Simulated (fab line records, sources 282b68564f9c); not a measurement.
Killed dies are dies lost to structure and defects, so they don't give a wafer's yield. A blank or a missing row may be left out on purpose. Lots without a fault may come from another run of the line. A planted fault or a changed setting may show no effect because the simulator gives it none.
Problem report in the 8D (eight disciplines) form, filled by code | flow rit_cmos | the parts of the form that need people (team, actions taken, sign-off) are left out

1. THE PROBLEM
killed_at_front_end at RIT_M1_PROBE_99 reads a mean of 84.0 on 6 wafers of 2 lots; wafers without a fault read 7.2 with a standard deviation of 2.9. That is +26 standard deviations from the usual mean.
First seen on wafer L242.1, day 5 05:56, on prober-01. The record holds 12 wafers of 4 lots with a number at this step. Rule for "out", or "out of limits": more than 4 standard deviations from the usual mean. The other wafers with a number count as sound.

2. WHAT IT IS AND WHAT IT IS NOT
question                    | is                                              | is not
which readings at this step | killed_at_front_end, killed_dies, killed_on_rim | killed_open, killed_short
which lots                  | L242, L244                                      | L235, L236
which wafers of those lots  | all that have a number                          | -
read on which tools         | prober-01, prober-02                            | -
when                        | from day 5 05:56                                | up to then (6 sound wafers)

3. SUSPECTS, AND WHAT RULES EACH OUT
Counting: a tool at a process step up to the reading stays a suspect if it ran every lot that is out and no sound lot after the first of them.
- furnace-03 at RIT_GATE_OXIDATION_05 (target thk 3 nm, ox time 270 s): kept. It ran every lot that is out, first L242 (day 4 05:35), and no sound lot after that; its last sound lot up to then is L236 (day 2 22:55).
Left after counting: furnace-03 at RIT_GATE_OXIDATION_05.

4. THE CAUSE (what the simulator had put in)
Chamber particle source: furnace-03, from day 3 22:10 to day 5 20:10, at RIT_GATE_OXIDATION_05. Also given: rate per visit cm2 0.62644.
Counting left only this tool.

5. THE CHAIN OF EFFECTS, in route order
Each row: a reading whose mean over the struck wafers that have a number lies more than 3 standard deviations from the usual. Only readings for which the record gives a usual standard deviation are gone through. hours: the time from each lot's start at the first step in this table that gives one to its start at this step, as a median over the lots. sigmas: the change in usual standard deviations.
hours | step            | reading             | usual | on struck wafers | change | sigmas
0     | RIT_M1_PROBE_99 | killed_at_front_end | 7.2   | 84.0             | +76.8  | +26
0     | RIT_M1_PROBE_99 | killed_dies         | 7.4   | 84.2             | +76.8  | +26
0     | RIT_M1_PROBE_99 | killed_on_rim       | 2.0   | 22.3             | +20.3  | +14
The process steps in it:
- RIT_M1_PROBE_99

6. WHAT WOULD HAVE CAUGHT IT SOONER
In this record the first reading out of limits was taken at day 5 05:56, 32 hours after the fault began at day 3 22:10.
All the lots that are out (2) had begun RIT_GATE_OXIDATION_05 on furnace-03 by day 5 05:56. A hold on the tool at that time would have spared none of them.
